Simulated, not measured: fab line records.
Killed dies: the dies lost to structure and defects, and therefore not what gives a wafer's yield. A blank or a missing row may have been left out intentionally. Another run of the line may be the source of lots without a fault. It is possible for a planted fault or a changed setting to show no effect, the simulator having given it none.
Which tool was responsible?	flow berkeley_cmos170	14 lots with 42 wafers sampled at 7 steps, on a route of 331 steps

WHAT EACH GAUGE READ, for each wafer
UCB170_NWELL_OVL_MEAS_12.
lot	measured	on	NWELL_OVL (nm)
L859	day 2 14:08	overlay-02	4 12 8
L862	day 3 04:40	overlay-01	5 9 3
L864	day 3 12:35	overlay-02	0 2 9
L865	day 3 17:55	overlay-01	3 6 -2
L866	day 3 23:00	overlay-01	1 1 7
L867	day 3 23:11	overlay-02	0 -1 1
L869	day 4 11:37	overlay-02	11 5 7
L871	day 4 17:38	overlay-02	8 12 15
L870	day 4 17:55	overlay-01	5 15 9
L872	day 5 08:23	overlay-01	5 9 6
L873	day 5 11:51	overlay-01	16 5 5
L874	day 5 14:49	overlay-01	0 2 9
L880	day 6 21:14	overlay-02	6 5 9
L881	day 7 02:26	overlay-02	11 3 6

UCB170_PWELL_THK_MEAS_03.
lot	measured	on	PWELL_OXIDE_THK (nm)
L859	day 2 23:40	film_metro-03	25.8 25.6 25.3
L862	day 3 12:33	film_metro-03	26.7 26.5 26.2
L864	day 3 22:40	film_metro-02	26.2 26.2 26.1
L865	day 4 04:49	film_metro-04	25.2 25.3 25.7
L866	day 4 15:46	film_metro-04	26.4 25.9 26.2
L867	day 4 15:46	film_metro-02	26.7 26.6 26.9
L869	day 4 23:21	film_metro-02	26.4 26.4 26.3
L871	day 5 03:42	film_metro-02	27.0 26.8 26.9
L870	day 5 03:41	film_metro-04	27.6 27.3 27.5
L872	day 5 19:15	film_metro-04	25.8 26.1 26.0
L873	day 5 19:15	film_metro-03	26.4 27.4 26.9
L874	day 6 02:37	film_metro-03	26.9 27.3 27.4
L880	day 7 08:27	film_metro-02	26.6 26.1 26.6
L881	day 7 13:03	film_metro-03	26.8 26.5 26.5

UCB170_FIELD_THK_MEAS_02.
lot	measured	on	FIELD_OXIDE_THK (nm)
L859	day 5 00:37	film_metro-04	551 553 553
L862	day 5 16:47	film_metro-03	569 573 561
L864	day 5 23:29	film_metro-02	553 562 555
L865	day 6 17:19	film_metro-03	561 562 566
L866	day 6 17:19	film_metro-02	555 549 548
L867	day 6 17:21	film_metro-04	570 556 564
L869	day 7 00:25	film_metro-03	557 554 556
L871	day 7 00:25	film_metro-02	551 546 553
L870	day 7 00:22	film_metro-03	557 557 555
L872	day 7 22:29	film_metro-04	537 529 537
L873	day 7 22:29	film_metro-03	562 553 551
L874	day 8 06:59	film_metro-02	550 553 553
L880	day 9 12:19	film_metro-02	631 627 619
L881	day 9 12:19	film_metro-03	638 634 643

UCB170_FIELD_THK_MEAS_90.
lot	measured	on	FIELD_OXIDE_LEFT_1_THK (nm)
L859	day 5 10:03	film_metro-02	436 436 437
L862	day 6 00:41	film_metro-03	453 457 446
L864	day 6 08:54	film_metro-02	435 443 437
L865	day 7 01:49	film_metro-02	444 445 449
L866	day 7 01:52	film_metro-04	437 431 430
L867	day 7 01:54	film_metro-02	452 438 447
L869	day 7 09:35	film_metro-02	440 437 439
L871	day 7 09:37	film_metro-03	434 429 435
L870	day 7 09:36	film_metro-04	438 439 437
L872	day 8 07:33	film_metro-03	419 411 418
L873	day 8 07:33	film_metro-02	444 435 433
L874	day 8 18:17	film_metro-02	432 435 435
L880	day 9 22:35	film_metro-02	513 510 502
L881	day 9 22:35	film_metro-04	521 517 526

UCB170_FIELD_THK_MEAS_91.
lot	measured	on	FIELD_OXIDE_LEFT_2_THK (nm)
L859	day 6 03:08	film_metro-04	347 348 349
L862	day 6 21:28	film_metro-04	366 370 359
L864	day 7 04:25	film_metro-02	346 355 349
L865	day 8 00:38	film_metro-03	355 356 361
L866	day 8 00:35	film_metro-02	348 342 341
L867	day 8 00:14	film_metro-03	364 350 358
L869	day 8 06:08	film_metro-04	352 348 350
L871	day 8 06:25	film_metro-04	346 341 348
L870	day 8 06:20	film_metro-02	350 350 348
L872	day 9 05:33	film_metro-03	331 324 331
L873	day 9 04:43	film_metro-02	355 346 344
L874	day 9 15:29	film_metro-04	343 346 346
L880	day 10 19:40	film_metro-02	425 423 413
L881	day 10 19:45	film_metro-03	432 428 437

EACH LOT AND THE TOOL THAT RAN IT (in order: tool; ch and the chambers of the sampled wafers; start)
lot	UCB170_PFIELD_STRIP_08	UCB170_FIELD_OXIDATION_01
L859	plasma_asher-03 ch 0,1, day 4 15:34	furnace-02 ch 0, day 4 21:37
L862	plasma_asher-01 ch 0,1, day 5 11:47	furnace-04 ch 0, day 5 13:46
L864	plasma_asher-03 ch 0,1, day 5 16:41	furnace-02 ch 0, day 5 20:29
L865	plasma_asher-01 ch 0,1, day 6 11:11	furnace-04 ch 0, day 6 14:19
L866	plasma_asher-01 ch 0,1, day 6 10:49	furnace-04 ch 0, day 6 14:19
L867	plasma_asher-03 ch 0,1, day 6 11:29	furnace-04 ch 0, day 6 14:19
L869	plasma_asher-02 ch 0,1, day 6 18:50	furnace-04 ch 0, day 6 21:21
L871	plasma_asher-03 ch 0,1, day 6 19:13	furnace-04 ch 0, day 6 21:21
L870	plasma_asher-01 ch 0,1, day 6 18:31	furnace-04 ch 0, day 6 21:21
L872	plasma_asher-02 ch 0,1, day 7 15:20	furnace-01 ch 0, day 7 19:28
L873	plasma_asher-03 ch 0,1, day 7 15:04	furnace-01 ch 0, day 7 19:28
L874	plasma_asher-03 ch 0,1, day 7 23:05	furnace-02 ch 0, day 8 03:59
L880	plasma_asher-03 ch 0, day 9 05:28	furnace-04 ch 0, day 9 09:19
L881	plasma_asher-01 ch 0,1, day 9 05:52	furnace-04 ch 0, day 9 09:19
- UCB170_PFIELD_STRIP_08: strips in O2.
- UCB170_FIELD_OXIDATION_01: target thk 558.3 nm, ox time 7200 s.

AS READ BY THE TOOLS THEMSELVES (means over the sampled wafers that have a number; for cases with no such wafer, the mark the record gives instead)
UCB170_PFIELD_STRIP_08.
lot	tool	drypump_motor_current_A (A)	oes_product_au (a.u.)	strip_time_to_endpoint_s (s)
L859	plasma_asher-03	5.7	0.735	21.62
L862	plasma_asher-01	5.6	0.732	21.59
L864	plasma_asher-03	5.6	0.737	21.62
L865	plasma_asher-01	5.5	0.733	21.66
L866	plasma_asher-01	6.0	0.736	21.58
L867	plasma_asher-03	5.7	0.733	21.79
L869	plasma_asher-02	5.9	0.731	21.66
L871	plasma_asher-03	5.7	0.737	21.71
L870	plasma_asher-01	5.5	0.739	21.71
L872	plasma_asher-02	6.0	0.735	21.58
L873	plasma_asher-03	5.3	0.734	21.65
L874	plasma_asher-03	5.7	0.734	21.64
L880	plasma_asher-03	4.9	0.736	21.61
L881	plasma_asher-01	5.6	0.732	21.65

UCB170_FIELD_OXIDATION_01.
lot	tool	spike_tc_centre_C (C)	spike_tc_load_C (C)	spike_tc_source_C (C)	tube_center_temp_C (C)	tube_center_temp_C_max
L859	furnace-02	1001.8	1025.0	1022.1	1000	1002.5
L862	furnace-04	1001.4	1026.4	1024.2	1000	1002.0
L864	furnace-02	1002.7	1025.5	1022.6	1000	1002.1
L865	furnace-04	1002.2	1026.9	1023.4	1000	1002.7
L866	furnace-04	1002.7	1025.2	1022.6	1000	1002.1
L867	furnace-04	1002.5	1026.6	1023.1	1000	1002.3
L869	furnace-04	1002.8	1025.9	1023.8	1000	1002.7
L871	furnace-04	1002.8	1025.9	1023.4	1000	1002.7
L870	furnace-04	1001.5	1027.5	1022.8	1000	1002.4
L872	furnace-01	1002.2	1025.4	1025.6	1000	1002.8
L873	furnace-01	1001.7	1027.1	1025.7	1000	1002.7
L874	furnace-02	1003.3	1025.7	1020.8	1000	1002.9
L880	furnace-04	1021.8	1046.2	1044.5	1020	1022.3
L881	furnace-04	1021.9	1046.3	1043.4	1020	1022.6

THE ANSWER, worked out from the rows above alone
Rule: the lots themselves supply what counts as usual. The widest of any qualifying gaps counts: lots, ordered by their means at a reading, are off when they make up no more than a third of the lots, leave a main group of 4 or more, and stand apart from it by 3 or more times the standard deviation of that group's means. If all means in a main group match to the digits the tables above print for the reading, that group is not used. Also off: a lot with no number at a reading for which 4 or more lots have one. Any other lot the step has rows for is counted as sound. After the gauges, taken in route order, come the tools' own readings; for these a lot's mean is taken, as printed above. The first step at which some lot is off is used, and at that step the reading that is off furthest; a lot without a number counts as furthest.
Off: L880, L881, at UCB170_FIELD_THK_MEAS_02 (FIELD_OXIDE_THK). Mean 555 nm and standard deviation 8.1 in the main group.
If a tool, at a process step before that reading, ran all the lots that are off and no sound lot after the first of them, it fits. The gauges at UCB170_FIELD_THK_MEAS_02 aren't tried: what is off there is off at UCB170_FIELD_OXIDATION_01 too, on other tools, and a gauge's error can't cause that. One fits: furnace-04 at UCB170_FIELD_OXIDATION_01. A fault onset in the window from L869 (day 6 21:21, its last sound lot) to L880 (day 9 09:19, its first lot off) fits.
The tool's own readings at UCB170_FIELD_OXIDATION_01 bear it out: on the lots that are off they differ by more than 5 times the standard deviation of the sound lots' means. spike_tc_centre_C reads 1021.8 C there against 1002.3 C on the sound lots; spike_tc_load_C reads 1046.2 C there against 1026.1 C on the sound lots; spike_tc_source_C reads 1044.0 C there against 1023.3 C on the sound lots; tube_center_temp_C reads 1020 C there against 1000 C on the sound lots; tube_center_temp_C_max reads 1022.5 there against 1002.5 on the sound lots.

WHAT THE SIMULATOR PUT IN
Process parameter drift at UCB170_FIELD_OXIDATION_01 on furnace-04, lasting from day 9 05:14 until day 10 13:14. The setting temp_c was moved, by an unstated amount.
Struck lots among those shown: L880, L881. The rule above found the same.
